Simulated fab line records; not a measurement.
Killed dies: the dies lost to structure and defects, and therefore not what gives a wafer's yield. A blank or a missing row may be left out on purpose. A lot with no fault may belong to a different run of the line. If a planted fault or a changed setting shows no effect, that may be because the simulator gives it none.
A lot that was struck, set against a sound lot ; flow rit cmos ; 44 steps out of a route of 202
Sound: the wafers L732.3, L732.4, L732.6. Struck: wafers L722.1, L722.2, L722.5. At the end, the cause is stated.
Per side, at each step with rows, come the tool, then ch with its chambers, and then its first start. Under that, the readings that differ: sound wafers ; struck wafers ; difference of the means ; sigmas: that difference in standard deviations of wafers without a fault.
alike: readings with means less than 2 such deviations apart, plus words and numbers identical on both sides. not compared: withheld readings, readings lacking a value on some wafer, bounds such as >300 that could conceal the same value, and numbers that have no deviation in the record and whose values overlap.
The two part at a step that has a row with sigmas, a row that says differs or no value, or rows on one side only. Numbers that have no deviation but don't overlap get no sigmas and don't part them. Lack of a reading on every wafer of one side parts them only where that side has two or more wafers.

first, 3 steps without rows for these wafers: RIT_GATE_EXPOSE_13 (exposes mask M6, target cd 150 nm); RIT_GATE_PEB_14; RIT_GATE_DEVELOP_15 (develop time 50 s).
RIT_GATE_CD_MEAS_16: the cd target is 150 nm.
  struck on cd sem-01, day 3 19:30; sound on cd sem-01, day 6 01:27
  alike: cd nm
RIT_GATE_OVL_MEAS_17:
  struck on overlay-01, day 3 19:37; sound on overlay-01, day 6 01:32
  alike: GATE_OVL
then, 1 step without rows for these wafers: RIT_GATE_HARDBAKE_18 (time 60 s).
RIT_GATE_ETCH_19: etches poly-Si in SF6/CHF3/O2, stops on SiO2, time 165 s, target depth 312.5 nm.
  sound on rie si-02 ch 0,3, day 6 01:43; struck on rie si-02 ch 0,3, day 3 19:49
  alike: O2_flow_sccm, SF6_flow_sccm, drypump motor current A, oes product au, rf fwd power W, throttle valve pct
  not compared: rf hours counter h
RIT_GATE_STRIP_20: strips in O2, time 180 s.
  sound on plasma asher-04 ch 0,1, day 6 01:53; struck on plasma asher-03 ch 0,1, day 3 19:55
  alike: drypump motor current A
  not compared: rf hours counter h
RIT_GATE_CD_MEAS_90: the cd target is 150 nm.
  struck on cd sem-02, day 3 20:05; sound on cd sem-02, day 6 02:02
  alike: cd nm
then, 3 steps without rows for these wafers: RIT_REOX_CLEAN_00 (cleans in SC1, time 591.2 s); RIT_REOX_CLEAN_01 (cleans in dHF, time 30 s); RIT_REOX_CLEAN_02 (cleans in SC2, time 600 s).
RIT_REOX_OXIDATION_03: target thk 25.2 nm, ox time 5580 s.
  sound on furnace-02 ch 0, day 6 03:22; struck on furnace-01 ch 0, day 3 20:36
reading;sound;struck;difference;sigmas
ox time s (s);5580 5580 5580;2511 2511 2511;-3069;
model.SiO2_of_REOX_OXIDATION_03.thk nm (nm);24.95 25.29 24.76;15.58 15.01 15.53;-9.63;
model.poly-Si_of_GATE_CVD_08.thk nm (nm);230.6 229.2 229.6;241.4 240.6 241.6;+11.4;
  alike: spike tc centre C
RIT_REOX_THK_MEAS_04:
  struck on film metro-03, day 3 23:09; sound on film metro-01, day 6 05:56
reading;sound;struck;difference;sigmas
REOX_OXIDE_THK (nm);24.9 25.3 24.7;15.6 15.0 15.5;-9.6;-21
then, 6 steps without rows for these wafers: RIT_NLDD_HMDS_00 (prime time 60 s); RIT_NLDD_COAT_01 (resist thk 1000 nm); RIT_NLDD_SOFTBAKE_02 (time 60 s); RIT_NLDD_EXPOSE_03 (exposes mask M7, target cd 40700 nm); RIT_NLDD_PEB_04; RIT_NLDD_DEVELOP_05 (develop time 50 s).
RIT_NLDD_OVL_MEAS_06:
  struck on overlay-02, day 4 00:04; sound on overlay-02, day 6 07:03
  alike: NLDD_OVL
then, 2 steps without rows for these wafers: RIT_NLDD_HARDBAKE_07 (time 60 s); RIT_NLDD_IMPLANT_08.
RIT_NLDD_STRIP_09: strips in O2, time 180 s.
  sound on plasma asher-03 ch 0,1, day 6 07:26; struck on plasma asher-02 ch 0,1, day 4 00:37
  alike: drypump motor current A
  not compared: rf hours counter h
RIT_NLDD_TW_MEAS_10:
  struck on film metro-03, day 4 00:47; sound on film metro-04, day 6 07:34
  alike: NLDD_TW
then, 6 steps without rows for these wafers: RIT_PLDD_HMDS_00 (prime time 60 s); RIT_PLDD_COAT_01 (resist thk 1000 nm); RIT_PLDD_SOFTBAKE_02 (time 60 s); RIT_PLDD_EXPOSE_03 (exposes mask M8, target cd 40900 nm); RIT_PLDD_PEB_04; RIT_PLDD_DEVELOP_05 (develop time 50 s).
RIT_PLDD_OVL_MEAS_06:
  struck on overlay-01, day 4 01:41; sound on overlay-02, day 6 08:28
  alike: PLDD_OVL
then, 2 steps without rows for these wafers: RIT_PLDD_HARDBAKE_07 (time 60 s); RIT_PLDD_IMPLANT_08.
RIT_PLDD_STRIP_09: strips in O2, time 180 s.
  sound on plasma asher-03 ch 0,1, day 6 08:51; struck on plasma asher-03 ch 0,1, day 4 02:02
  alike: drypump motor current A
  not compared: rf hours counter h
RIT_PLDD_TW_MEAS_10:
  struck on film metro-04, day 4 02:14; sound on film metro-04, day 6 08:59
  alike: PLDD_TW
RIT_SPACER_CLEAN_00: cleans in SC1, time 600 s.
  sound on wet bench-04 ch 3, day 6 09:02; struck on wet bench-04 ch 0, day 4 02:18
reading;sound;struck;difference;sigmas
model.SiO2_of_REOX_OXIDATION_03.thk nm (nm);23.02 23.34 22.84;14.37 13.84 14.33;-8.89;
then, 3 steps without rows for these wafers: RIT_SPACER_CLEAN_01 (cleans in dHF, time 30 s); RIT_SPACER_CLEAN_02 (cleans in SC2, time 600 s); RIT_SPACER_CVD_03 (deposits Si3N4 from SiH2Cl2/NH3, target thk 250 nm, time 3300 s).
RIT_SPACER_THK_MEAS_04:
  struck on film metro-04, day 4 05:59; sound on film metro-01, day 6 11:32
  alike: SPACER_NITRIDE_THK
RIT_SPACER_ETCHBACK_05: etches Si3N4 in SF6/CHF3, stops on SiO2, target depth 250 nm, time 240 s.
  sound on rie diel-04 ch 0,3, day 6 11:35; struck on rie diel-04 ch 0,2, day 4 06:02
  alike: SF6_flow_sccm, drypump motor current A, oes product au, rf fwd power W, throttle valve pct
  not compared: rf hours counter h
RIT_SDANNEAL_CLEAN_02: cleans in SC2, time 600 s.
  sound on wet bench-01 ch 2, day 6 15:04; struck on wet bench-02 ch 1, day 4 09:18
reading;sound;struck;difference;sigmas
model.poly-Si_of_GATE_CVD_08.thk nm (nm);161.9 161 161.5;173.2 168.9 170.3;+9.3;
RIT_M1_PROBE_99:
  struck on prober-02, day 4 17:06; sound on prober-02, day 6 22:59
reading;sound;struck;difference;sigmas
model.etest.pmos turned.r on ohm um;3417 3369 3361;2647 2717 2796;-662;
model.etest.pmos_0p3.r on ohm um;6343 6268 6366;5753 5696 5917;-537;
model.etest.pmos_0p15.r on ohm um;2793 2727 2721;2243 2306 2378;-438;
model.etest.pldd.rs ohm sq;473.8 488.6 464.7;263.2 255.7 258.9;-216.4;
model.etest.nldd.rs ohm sq;375.2 384.4 373.8;256.9 251.9 254.5;-123.4;
model.etest.nmos_0p15.r on ohm um;1128 1116 1111;1014 1070 1090;-60;
model.etest.nmos turned.drive ua um;328.9 325.7 333.7;405.1 404 388.7;+69.8;
  alike: killed_at_M0_to_M3, killed at contacts, killed at front end, killed dies, killed open, killed short
  not compared: model.etest.nmos_0p3.r on ohm um

WHERE THEY PART
Within this record, at RIT_REOX_THK_MEAS_04 only. Later steps at which nothing parts them and some readings are alike: RIT_NLDD_OVL_MEAS_06, RIT_NLDD_STRIP_09, RIT_NLDD_TW_MEAS_10, RIT_PLDD_OVL_MEAS_06, RIT_PLDD_STRIP_09, RIT_PLDD_TW_MEAS_10, RIT_SPACER_THK_MEAS_04, RIT_SPACER_ETCHBACK_05, RIT_M1_PROBE_99.

WHY: whatever the simulator had introduced
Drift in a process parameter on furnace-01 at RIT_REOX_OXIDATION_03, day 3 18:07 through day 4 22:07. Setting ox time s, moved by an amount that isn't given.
